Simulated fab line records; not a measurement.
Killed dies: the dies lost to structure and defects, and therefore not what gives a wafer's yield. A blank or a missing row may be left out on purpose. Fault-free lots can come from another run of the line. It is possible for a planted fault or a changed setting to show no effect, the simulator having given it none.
Which tool did it? | flow berkeleyCmos170 | 6 lots, 18 wafers sampled, at 2 steps of a route of 331

WHAT EACH GAUGE READ, for each wafer
UCB170_NWELL_TW_MEAS_16.
lot  | measured    | on           | NWELL_TW
L147 | day 4 03:19 | filmMetro-01 | 1511 1499 1505 1505 1505 1507
L150 | day 4 18:40 | filmMetro-03 | 1512 1509 1498 1504 1513 1512
L154 | day 5 07:59 | filmMetro-02 | 1225 1226 1224
L156 | day 5 16:29 | filmMetro-01 | 1260 1258 1262
L158 | day 6 10:23 | filmMetro-02 | 1222 1221 1225
L161 | day 6 22:59 | filmMetro-03 | 1251 1247 1253

WHICH TOOL RAN EACH LOT (tool, then ch and the chambers of the sampled wafers, then the start)
lot  | UCB170_NWELL_IMPLANT_14
L147 | implanter-02 ch 0, day 4 03:04
L150 | implanter-02 ch 0, day 4 18:25
L154 | implanter-04 ch 0, day 5 07:44
L156 | implanter-03 ch 0, day 5 16:14
L158 | implanter-04 ch 0, day 6 10:09
L161 | implanter-03 ch 0, day 6 22:46
- UCB170_NWELL_IMPLANT_14

THE ANSWER, worked out from the rows above alone
Rule: the usual values come from the lots themselves. Put in order of their means at a reading, lots are off if they are a third of the lots or fewer, leave a main group of 4 or more, and stand apart from it by a gap of 3 or more times the standard deviation of the main group's means; of several such gaps the widest counts. A main group is skipped when, at the precision printed for the reading in the tables above, its means are all equal. A lot without any number at a reading at which 4 lots or more have one is off too. Any other lot the step has rows for is counted as sound.
Off: at UCB170_NWELL_TW_MEAS_16 (NWELL_TW), L147, L150. For the main group the mean is 1240 and the standard deviation 16.
If a tool, at a process step before that reading, ran all the lots that are off and no sound lot after the first of them, it fits. The gauges at UCB170_NWELL_TW_MEAS_16 are tried like those tools. One candidate fits, namely implanter-02 at UCB170_NWELL_IMPLANT_14. It ran no sound lot before its first lot that is off in this sample, so the start can't be narrowed down.

WHAT THE SIMULATOR HAD PUT IN
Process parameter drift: implanter-02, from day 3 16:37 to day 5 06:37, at UCB170_NWELL_IMPLANT_14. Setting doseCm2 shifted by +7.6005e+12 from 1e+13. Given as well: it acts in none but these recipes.
Shown lots that were struck: L147, L150. The rule given above showed the same thing.
